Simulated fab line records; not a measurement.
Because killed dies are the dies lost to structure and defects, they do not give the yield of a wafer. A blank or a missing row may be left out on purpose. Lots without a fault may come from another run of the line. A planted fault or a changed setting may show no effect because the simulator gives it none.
Problem report in the 8D (eight disciplines) form, filled by code -- flow berkeley cmos170 -- the parts of the form that need people (team, actions taken, sign-off) are left out

1. WHAT WENT WRONG
V2_POLISHED_THK at UCB170_V2_THK_MEAS_04 reads a mean of 1249.9 nm on 2 wafers of 2 lots; wafers without a fault read 999.7 nm with a standard deviation of 1.2. So: +99 or more standard deviations from the usual mean.
Seen first at day 12 02:04 on film metro-02, wafer L528.4. The record holds 18 wafers of 6 lots with a number at this step. Rule for "out", or "out of limits": more than 4 standard deviations from the usual mean. Any other wafer with a number is counted as sound.

2. WHAT IT IS, AND WHAT IT ISN'T
question,is,is not
which readings at this step,V2_POLISHED_THK,-
which lots,"L528, L529","L511, L513, L517, L519"
which wafers of those lots,"L528.4, L529.4","L528.3, L528.6, L529.3, L529.5"
read on which gauges,film metro-02,"film metro-03, film metro-04"
when,from day 12 02:04,up to then (14 sound wafers); but 2 sound wafers of L529 came after

3. THE SUSPECTS, EACH WITH WHAT RULES IT OUT
Counting: a tool at a process step up to the reading stays a suspect if it ran every lot that is out. Sound lots after the first of them don't rule it out here, since some wafers of a struck lot are sound.
- the gauge at UCB170_V2_THK_MEAS_04 is ruled out. All the wafers that are out were read on film metro-02, but those of them that UCB170_V2_ETCH_14 has rows for are out there too, on other tools.
- plasma asher-03 at UCB170_M2_STRIP_19 (strips in O2): kept. It processed each lot that is out (first: L528, day 12 01:13); up to then, its last sound lot is L513 (day 10 08:20).
- cmp-01 at UCB170_V2_CMP_02 (polishes SiO2): kept. It processed each lot that is out (first: L528, day 12 01:40); up to then, its last sound lot is L519 (day 11 00:05).
- Within cmp-01 at UCB170_V2_CMP_02: the wafers that are out ran in chamber 2; their sound lot-mates ran in chambers 0, 1.
After counting, plasma asher-03 at UCB170_M2_STRIP_19 and cmp-01 at UCB170_V2_CMP_02 remain.

4. THE CAUSE (what the simulator had put in)
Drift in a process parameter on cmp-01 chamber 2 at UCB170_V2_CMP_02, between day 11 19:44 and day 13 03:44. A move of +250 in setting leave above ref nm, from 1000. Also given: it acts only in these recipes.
Counting leaves 2 suspects; this tool is one of them.

5. THE EFFECT CHAIN, in route order
Each row: a reading whose mean over the struck wafers that have a number lies more than 3 standard deviations from the usual. Readings are gone through only where the record gives a usual standard deviation; hours: the median, over the lots, of the time from a lot's start at the first step in this table giving one to that lot's start at this step; sigmas: the change measured in usual standard deviations.
hours,step,reading,usual,on struck wafers,change,sigmas
0,UCB170_V2_THK_MEAS_04,V2_POLISHED_THK,999.7 nm,1249.9,+250.2,+99 or more
1,UCB170_V2_ETCH_14,oes product au,0.875 a.u.,1.004,+0.129,+10
Here are the process steps it includes:
- UCB170_V2_ETCH_14: etches SiO2 in CHF3/CF4/Ar, stops on Al, target depth 1250 nm, time 291 s.
Later steps that measure or inspect, where all struck wafers having a row at the step show a number for every such reading and not one has moved that far: UCB170_V2_CD_MEAS_12, UCB170_V2_OVL_MEAS_13.

6. HOW IT WOULD HAVE BEEN CAUGHT EARLIER
Counted from the fault's start at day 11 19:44, it took 6 hours until the first out-of-limits reading at a measuring or inspecting step in this record, taken at day 12 02:04.
An alarm limit of 4 standard deviations would not have fired on the tool readings at UCB170_V2_CMP_02 for which the record gives a usual standard deviation, since none of them was out on any struck wafer.
Among the 2 lots that are out, L529 began UCB170_V2_CMP_02 on cmp-01 after day 12 02:04. Holding the tool at that time would have saved it.
